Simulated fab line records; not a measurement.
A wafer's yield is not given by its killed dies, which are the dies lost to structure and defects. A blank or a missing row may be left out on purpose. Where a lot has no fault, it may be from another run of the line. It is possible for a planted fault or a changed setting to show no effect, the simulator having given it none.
Which tool is to blame? | flow berkeley-cmos170 | 21 wafers from 7 lots sampled at 2 of the route's 331 steps

WHAT EACH GAUGE READ, for each wafer
UCB170_PSD_CD_MEAS_06: target cd 1200 nm.
lot  | measured     | on        | cd-nm (nm)
L884 | day 8 05:10  | cd-sem-02 | 1199.3 1199.9 1199.6
L886 | day 8 16:15  | cd-sem-02 | 1201.4 1200.1 1198.7
L891 | day 9 15:02  | cd-sem-01 | 1199.7 1200.6 1200.5
L892 | day 10 12:44 | cd-sem-01 | 1199.1 1200.4 1199.7
L897 | day 10 16:15 | cd-sem-01 | 1200.3 1201.9 1200.7
L896 | day 10 16:46 | cd-sem-01 | 1095.8 1096.9 1097.3
L904 | day 12 11:32 | cd-sem-01 | 1198.6 1200.1 1199.5

TOOL THAT RAN EACH LOT (tool first, then ch and the chambers of the sampled wafers, then the start)
lot  | UCB170_PSD_PEB_04
L884 | litho-track-03 ch 0, day 8 04:54
L886 | litho-track-03 ch 0, day 8 15:59
L891 | litho-track-04 ch 0, day 9 14:40
L892 | litho-track-04 ch 0, day 10 12:28
L897 | litho-track-03 ch 0, day 10 15:59
L896 | litho-track-04 ch 0, day 10 16:30
L904 | litho-track-03 ch 0, day 12 11:15
- UCB170_PSD_PEB_04

THE ANSWER, worked out from the rows above alone
Rule: usual is defined by the lots themselves. The widest of any qualifying gaps counts: lots, ordered by their means at a reading, are off when they make up no more than a third of the lots, leave a main group of 4 or more, and stand apart from it by 3 or more times the standard deviation of that group's means. A main group whose means are all the same, to the digits that the tables above print for the reading, isn't used. Also off: a lot with no number at a reading for which 4 or more lots have one. Where the step has rows for the other lots, those lots are counted as sound.
Off at UCB170_PSD_CD_MEAS_06 (cd-nm): L896. Mean 1200.0 nm and standard deviation 0.52 in the main group.
A tool fits if, at a process step before that reading, it ran every lot that is off, and no sound lot after the first of them. Those tools and the gauges at UCB170_PSD_CD_MEAS_06 are tried in the same way. One fits: UCB170_PSD_PEB_04 on litho-track-04. Its last sound lot is L892 (day 10 12:28), its first lot that is off L896 (day 10 16:30): a fault that began between those two fits.

WHAT HAD BEEN PUT IN BY THE SIMULATOR
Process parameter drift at UCB170_PSD_PEB_04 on litho-track-04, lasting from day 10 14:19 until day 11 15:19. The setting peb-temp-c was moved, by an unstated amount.
Shown lots that were struck: L896. Same finding as the rule above.
